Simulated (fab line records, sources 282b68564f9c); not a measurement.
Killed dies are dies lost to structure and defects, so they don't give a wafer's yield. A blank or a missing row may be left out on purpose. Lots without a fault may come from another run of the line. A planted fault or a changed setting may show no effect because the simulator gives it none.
Which tool did it? | flow rit_cmos | 14 lots, 42 wafers sampled, at 5 steps of a route of 202

WHAT THE GAUGES READ, wafer by wafer
RIT_GATE_THK_MEAS_09. Usual: GATE_POLY_THK 250.7 nm, standard deviation 1.8.
lot  | measured    | on            | GATE_POLY_THK (nm) | flag
L368 | day 2 21:47 | film_metro-04 | 250.6 251.3 251.0  |
L369 | day 3 02:56 | film_metro-04 | 250.9 250.6 250.7  |
L372 | day 4 04:35 | film_metro-02 | 252.8 251.4 248.6  |
L374 | day 4 11:06 | film_metro-03 | 248.4 248.8 248.6  |
L375 | day 5 03:19 | film_metro-04 | 250.4 249.0 249.9  |
L376 | day 5 03:23 | film_metro-04 | 250.0 249.2 248.3  |
L378 | day 5 09:50 | film_metro-02 | 253.6 254.8 252.1  |
L379 | day 5 13:58 | film_metro-02 | 249.4 247.3 248.3  |
L377 | day 5 14:30 | film_metro-04 | 250.3 252.7 252.8  |
L380 | day 5 19:34 | film_metro-02 | 251.9 250.3 253.0  |
L386 | day 6 13:39 | film_metro-03 | 246.4 248.6 249.5  |
L389 | day 7 01:13 | film_metro-04 | 249.3 250.4 250.5  |
L390 | day 7 03:13 | film_metro-04 | 249.9 250.4 249.2  |
L391 | day 7 12:43 | film_metro-02 | 252.9 252.8 252.5  |

RIT_NSD_TW_MEAS_10. Usual: NSD_TW 3129, standard deviation 33.
lot  | measured    | on            | NSD_TW         | flag
L368 | day 3 10:54 | film_metro-02 | 3155 3156 3156 |
L369 | day 3 23:54 | film_metro-02 | 3146 3159 3160 |
L372 | day 4 19:01 | film_metro-02 | 3152 3143 3158 |
L374 | day 5 01:24 | film_metro-03 | 3138 3140 3148 |
L375 | day 5 19:17 | film_metro-03 | 3148 3147 3144 |
L376 | day 5 19:46 | film_metro-01 | 3082 3084 3090 |
L378 | day 6 00:08 | film_metro-01 | 3080 3077 3068 |
L379 | day 6 04:40 | film_metro-01 | 3091 3095 3088 |
L377 | day 6 04:31 | film_metro-03 | 3164 3143 3155 |
L380 | day 6 10:11 | film_metro-03 | 3153 3141 3162 |
L386 | day 7 04:59 | film_metro-02 | 2992 3015 3021 | OFF
L389 | day 7 13:12 | film_metro-01 | 2924 2930 2928 | OFF
L390 | day 7 18:03 | film_metro-03 | 3107 3128 3098 |
L391 | day 8 00:25 | film_metro-02 | 3172 3154 3170 |

RIT_SDANNEAL_RS_MEAS_05: measures by four-point-probe. Usual: NSD_RS 84.5 ohm/sq, standard deviation 0.32.
lot  | measured    | on            | NSD_RS (ohm/sq) | flag
L368 | day 3 13:05 | film_metro-02 | 84.3 84.5 84.7  |
L369 | day 4 02:04 | film_metro-02 | 85.2 85.0 85.1  |
L372 | day 4 21:13 | film_metro-03 | 84.0 84.3 84.0  |
L374 | day 5 03:49 | film_metro-01 | 84.7 84.3 84.8  |
L375 | day 5 22:16 | film_metro-03 | 84.4 84.2 84.1  |
L376 | day 5 22:25 | film_metro-02 | 84.5 84.7 84.6  |
L378 | day 6 02:17 | film_metro-03 | 85.2 85.1 85.2  |
L379 | day 6 07:05 | film_metro-03 | 84.4 84.2 84.3  |
L377 | day 6 06:46 | film_metro-01 | 84.3 84.4 84.0  |
L380 | day 6 12:25 | film_metro-01 | 84.1 84.4 84.2  |
L386 | day 7 07:08 | film_metro-02 | 86.2 86.0 86.0  | OFF
L389 | day 7 15:13 | film_metro-01 | 86.5 86.8 86.5  | OFF
L390 | day 7 20:32 | film_metro-02 | 84.7 84.7 84.7  |
L391 | day 8 02:37 | film_metro-01 | 84.1 84.6 84.1  |

WHICH TOOL RAN EACH LOT (tool, then ch and the chambers of the sampled wafers, then the start)
lot  | RIT_GATE_STRIP_20                   | RIT_NSD_IMPLANT_08
L368 | plasma_asher-04 ch 0,1, day 2 23:27 | implanter-03 ch 0, day 3 10:35
L369 | plasma_asher-04 ch 0,1, day 3 04:23 | implanter-02 ch 0, day 3 23:35
L372 | plasma_asher-04 ch 0,1, day 4 06:16 | implanter-04 ch 0, day 4 18:41
L374 | plasma_asher-01 ch 0,1, day 4 12:43 | implanter-03 ch 0, day 5 01:07
L375 | plasma_asher-02 ch 0,1, day 5 04:46 | implanter-04 ch 0, day 5 18:58
L376 | plasma_asher-04 ch 0,1, day 5 05:01 | implanter-02 ch 0, day 5 19:26
L378 | plasma_asher-02 ch 0,1, day 5 11:20 | implanter-04 ch 0, day 5 23:50
L379 | plasma_asher-01 ch 0,1, day 5 15:24 | implanter-04 ch 0, day 6 04:22
L377 | plasma_asher-04 ch 0,1, day 5 15:56 | implanter-02 ch 0, day 6 04:13
L380 | plasma_asher-04 ch 0,1, day 5 21:31 | implanter-02 ch 0, day 6 09:51
L386 | plasma_asher-01 ch 0,1, day 6 15:26 | implanter-02 ch 0, day 7 04:40
L389 | plasma_asher-01 ch 1, day 7 02:35   | implanter-02 ch 0, day 7 12:52
L390 | plasma_asher-01 ch 0,1, day 7 04:37 | implanter-03 ch 0, day 7 17:44
L391 | plasma_asher-02 ch 1, day 7 14:10   | implanter-03 ch 0, day 8 00:05
- RIT_GATE_STRIP_20: strips in O2, time 180 s.
- RIT_NSD_IMPLANT_08

WHAT THE TOOLS THEMSELVES READ (means of the sampled wafers that have a number; where no wafer has one, the mark that the record gives instead)
RIT_GATE_STRIP_20. Usual: drypump_motor_current_A 5.7 A, standard deviation 0.45; o2_flow_sccm 4000 sccm, standard deviation 12; rf_refl_power_W 6.7 W, standard deviation 1.
lot  | tool            | drypump_motor_current_A (A) | o2_flow_sccm (sccm) | rf_refl_power_W (W) | flag
L368 | plasma_asher-04 | 5.1                         | 3988                | 6.3                 |
L369 | plasma_asher-04 | 5.3                         | 4005                | 6.0                 |
L372 | plasma_asher-04 | 5.1                         | 4003                | 6.1                 |
L374 | plasma_asher-01 | 5.8                         | 4015                | 6.9                 |
L375 | plasma_asher-02 | 5.9                         | 3988                | 6.5                 |
L376 | plasma_asher-04 | 5.1                         | 4002                | 6.4                 |
L378 | plasma_asher-02 | 5.9                         | 3998                | 6.6                 |
L379 | plasma_asher-01 | 5.8                         | 4004                | 7.0                 |
L377 | plasma_asher-04 | 5.3                         | 4007                | 6.0                 |
L380 | plasma_asher-04 | 5.3                         | 4005                | 6.0                 |
L386 | plasma_asher-01 | 5.9                         | 3990                | 7.8                 |
L389 | plasma_asher-01 | 5.7                         | 4009                | 6.3                 |
L390 | plasma_asher-01 | 5.8                         | 3996                | 7.1                 |
L391 | plasma_asher-02 | 6.4                         | 3994                | 6.2                 |

RIT_NSD_IMPLANT_08. Usual: beam_energy_keV 25.000, standard deviation 0.0073; tilt_deg 7.002 degrees, standard deviation 0.021.
lot  | tool         | beam_energy_keV | tilt_deg (degrees) | flag
L368 | implanter-03 | 24.999          | 6.998              |
L369 | implanter-02 | 24.990          | 6.983              |
L372 | implanter-04 | 24.998          | 7.025              |
L374 | implanter-03 | 24.999          | 7.016              |
L375 | implanter-04 | 24.998          | 7.014              |
L376 | implanter-02 | 24.995          | 7.012              |
L378 | implanter-04 | 25.002          | 7.006              |
L379 | implanter-04 | 25.003          | 7.009              |
L377 | implanter-02 | 25.009          | 6.985              |
L380 | implanter-02 | 25.002          | 6.978              |
L386 | implanter-02 | 20.498          | 7.021              | OFF
L389 | implanter-02 | 20.500          | 6.995              | OFF
L390 | implanter-03 | 25.004          | 7.008              |
L391 | implanter-03 | 25.004          | 7.023              |

THE ANSWER, worked out from the rows above alone
Rule: a lot is off if the mean of its wafers that have a number lies more than 3 standard deviations from the usual mean. A lot without any number at a reading at which 4 lots or more have one is off too. The other lots that the step has rows for count as sound. The gauges are gone through in route order, then the tools' own readings, and for those a lot's mean is taken as printed above. The first step at which some lot is off is used, and at that step the reading that is off furthest; a lot without a number counts as furthest.
Off: L386, L389, at RIT_NSD_TW_MEAS_10 (NSD_TW).
A tool fits if, at a process step before that reading, it ran every lot that is off, and no sound lot after the first of them. The gauges at RIT_NSD_TW_MEAS_10 aren't tried: what is off there is off at RIT_NSD_IMPLANT_08 too, on other tools, and a gauge's error can't cause that. One fits: implanter-02 at RIT_NSD_IMPLANT_08. Its last sound lot is L380 (day 6 09:51), its first lot that is off L386 (day 7 04:40): a fault that began between those two fits.
The tool's own readings at RIT_NSD_IMPLANT_08 bear it out: on the lots that are off they differ by more than 5 times the standard deviation of the sound lots' means. beam_energy_keV reads 20.499 there against 25.000 on the sound lots.

WHAT THE SIMULATOR HAD PUT IN
Process parameter drift: implanter-02, from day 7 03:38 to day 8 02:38, at RIT_NSD_IMPLANT_08. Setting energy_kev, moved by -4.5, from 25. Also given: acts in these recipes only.
Lots struck among those shown: L386, L389. The rule above found the same.
